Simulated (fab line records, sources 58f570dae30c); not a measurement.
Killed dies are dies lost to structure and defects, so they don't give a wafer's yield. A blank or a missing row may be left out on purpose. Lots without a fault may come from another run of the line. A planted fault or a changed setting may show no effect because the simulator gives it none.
Chamber matching | flow berkeley_cmos170 | UCB170_PWELL_WET_ETCH_20 on wet_bench-03: 3 sister chambers
The step etches SiO2 in BOE, time 22 s. 3 wafers are shown with their chamber, then 4 later ones without.

WAFERS WITH THEIR CHAMBER
wafer  | chamber | run_length_s (s)
L957.6 | 1       | 47.7
L964.3 | 0       | 48.5
L969.4 | 3       | 48.2

WAFERS WITHOUT THEIR CHAMBER
wafer  | run_length_s (s)
L969.5 | 48.2
L971.3 | 53.2
L971.5 | 53.2
L971.6 | 53.2

WHICH CHAMBER EACH WENT THROUGH
wafer  | from the rows above          | in truth
L969.5 | can't be placed: 3 or 0 or 1 | 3
L971.3 | can't be placed: 0 or 3 or 1 | 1
L971.5 | can't be placed: 0 or 3 or 1 | 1
L971.6 | can't be placed: 0 or 3 or 1 | 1
Placed correctly: 0 of 4. Can't be placed from these rows: 4 (the true chamber is among the candidates in 4). Placed wrongly: 0.
How it was worked out, from the rows above alone: a wafer's distance from a chamber is the root of the sum, over the readings, of the square of ((its reading less the chamber's mean) divided by the reading's scatter). The wafer belongs to the nearest chamber; if the next one is less than 2 further off, it can't be placed. A chamber's mean is the mean of its shown wafers. The scatter: with one shown wafer a chamber, the root of the mean of the squares of how far each hidden wafer lies from its nearest shown one.
